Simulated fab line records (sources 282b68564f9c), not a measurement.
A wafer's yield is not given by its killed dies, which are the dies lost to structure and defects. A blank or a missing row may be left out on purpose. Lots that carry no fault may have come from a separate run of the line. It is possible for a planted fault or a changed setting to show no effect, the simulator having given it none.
Problem report in the 8D (eight disciplines) form, filled by code	flow rit-cmos	the parts of the form that need people (team, actions taken, sign-off) are left out

## 1. THE ISSUE
Wafers without a fault read 89.08 s, standard deviation 0.29; run-length-s at RIT_NSD_SOFTBAKE_02 reads a mean of 97.60 s on 6 wafers belonging to 2 lots. Measured from the usual mean, that is +29 standard deviations.
The step: time 60 s.
First observed at day 5 03:58: wafer L276.1, on litho-track-02. The record has a number at this step for 42 wafers belonging to 14 lots. The rule behind "out" and "out of limits": a value lying over 4 standard deviations away from the usual mean. The other wafers with a number count as sound.

## 2. WHAT THIS IS AND IS NOT
question	is	is not
which readings at this step	run-length-s	-
which lots	L276, L277	L266, L267, L268, L269, L271, L272, L278, L279, L280, L287, L288, L289
which wafers of those lots	all that have a number	-
read on which tools	litho-track-02	litho-track-01, litho-track-03
when	from day 5 03:58	up to then (18 sound wafers); but 18 sound wafers of L278, L279, L280, L287, L288, L289 came after

## 3. SUSPECTS, AND WHAT RULES EACH OUT
Counting: a tool at a process step up to the reading stays a suspect if it ran every lot that is out and no sound lot after the first of them.
- litho-track-02 at RIT_NSD_SOFTBAKE_02 (time 60 s): kept. It processed each lot that is out, first L276 at day 5 03:58, and no sound lot thereafter; up to then, the last sound lot it processed was L271 at day 4 01:55. On those wafers its own readings are out: run-length-s.
Remaining after the count: litho-track-02 at RIT_NSD_SOFTBAKE_02.

## 4. THE CAUSE (what the simulator had put in)
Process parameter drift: litho-track-02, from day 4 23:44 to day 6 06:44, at RIT_NSD_SOFTBAKE_02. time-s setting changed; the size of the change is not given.
This tool alone remained once counting was done.

## 5. THE EFFECT CHAIN, in route order
Each row: a reading where the mean over the struck wafers with a number is more than 3 standard deviations away from the usual. Only readings whose record carries a usual standard deviation are examined. hours: median over the lots of the time between each lot's start at the first step of this table that gives one and its start at this step. sigmas: the change, counted in usual standard deviations.
hours	step	reading	usual	on struck wafers	change	sigmas
0	RIT_NSD_SOFTBAKE_02	run-length-s	89.08 s	97.60	+8.52	+29
Process steps it contains:
- RIT_NSD_SOFTBAKE_02: time 60 s.

## 6. WHAT WOULD HAVE CAUGHT IT SOONER
First out-of-limits reading in this record: day 5 03:58, which is 4 hours after fault onset at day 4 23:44.
